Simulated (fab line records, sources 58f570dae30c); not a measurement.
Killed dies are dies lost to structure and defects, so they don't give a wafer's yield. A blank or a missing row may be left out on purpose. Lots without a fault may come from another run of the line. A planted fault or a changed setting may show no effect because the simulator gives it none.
Problem report in the 8D (eight disciplines) form, filled by code | flow berkeley_cmos170 | the parts of the form that need people (team, actions taken, sign-off) are left out

1. THE PROBLEM
run_length_s at UCB170_M3_SOFTBAKE_11 reads a mean of 99.99 s on 9 wafers of 3 lots; wafers without a fault read 89.22 s with a standard deviation of 0.22. That is +49 standard deviations from the usual mean.
The step: time 60 s.
First seen on wafer L907.1, day 10 03:00, on litho_track-04. The record holds 45 wafers of 15 lots with a number at this step. Rule for "out", or "out of limits": more than 4 standard deviations from the usual mean. The other wafers with a number count as sound.

2. WHAT IT IS AND WHAT IT IS NOT
question                    | is                     | is not
which readings at this step | run_length_s           | plate_temp_C
which lots                  | L907, L910, L912       | L900, L901, L903, L904, L905, L906, L908, L909, L918, L919, L922, L923
which wafers of those lots  | all that have a number | -
read on which tools         | litho_track-04         | litho_track-02, litho_track-03
when                        | from day 10 03:00      | up to then (21 sound wafers); but 15 sound wafers of L909, L918, L919, L922, L923 came after

3. SUSPECTS, AND WHAT RULES EACH OUT
Counting: a tool at a process step up to the reading stays a suspect if it ran every lot that is out and no sound lot after the first of them.
- litho_track-04 at UCB170_M3_SOFTBAKE_11 (time 60 s): kept. It ran every lot that is out, first L907 (day 10 03:00), and no sound lot after that; its last sound lot up to then is L906 (day 10 02:00). Its own readings are out on those wafers: run_length_s.
Left after counting: litho_track-04 at UCB170_M3_SOFTBAKE_11.

4. THE CAUSE (what the simulator had put in)
Process parameter drift: litho_track-04, from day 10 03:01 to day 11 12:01, at UCB170_M3_SOFTBAKE_11. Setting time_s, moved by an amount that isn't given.
Counting left only this tool.

5. THE CHAIN OF EFFECTS, in route order
Each row: a reading whose mean over the struck wafers that have a number lies more than 3 standard deviations from the usual. Only readings for which the record gives a usual standard deviation are gone through. hours: the time from each lot's start at the first step in this table that gives one to its start at this step, as a median over the lots. sigmas: the change in usual standard deviations.
hours | step                  | reading      | usual   | on struck wafers | change | sigmas
0     | UCB170_M3_SOFTBAKE_11 | run_length_s | 89.22 s | 99.99            | +10.77 | +49
The process steps in it:
- UCB170_M3_SOFTBAKE_11: time 60 s.

6. WHAT WOULD HAVE CAUGHT IT SOONER
In this record the first reading out of limits was taken at day 10 03:00.
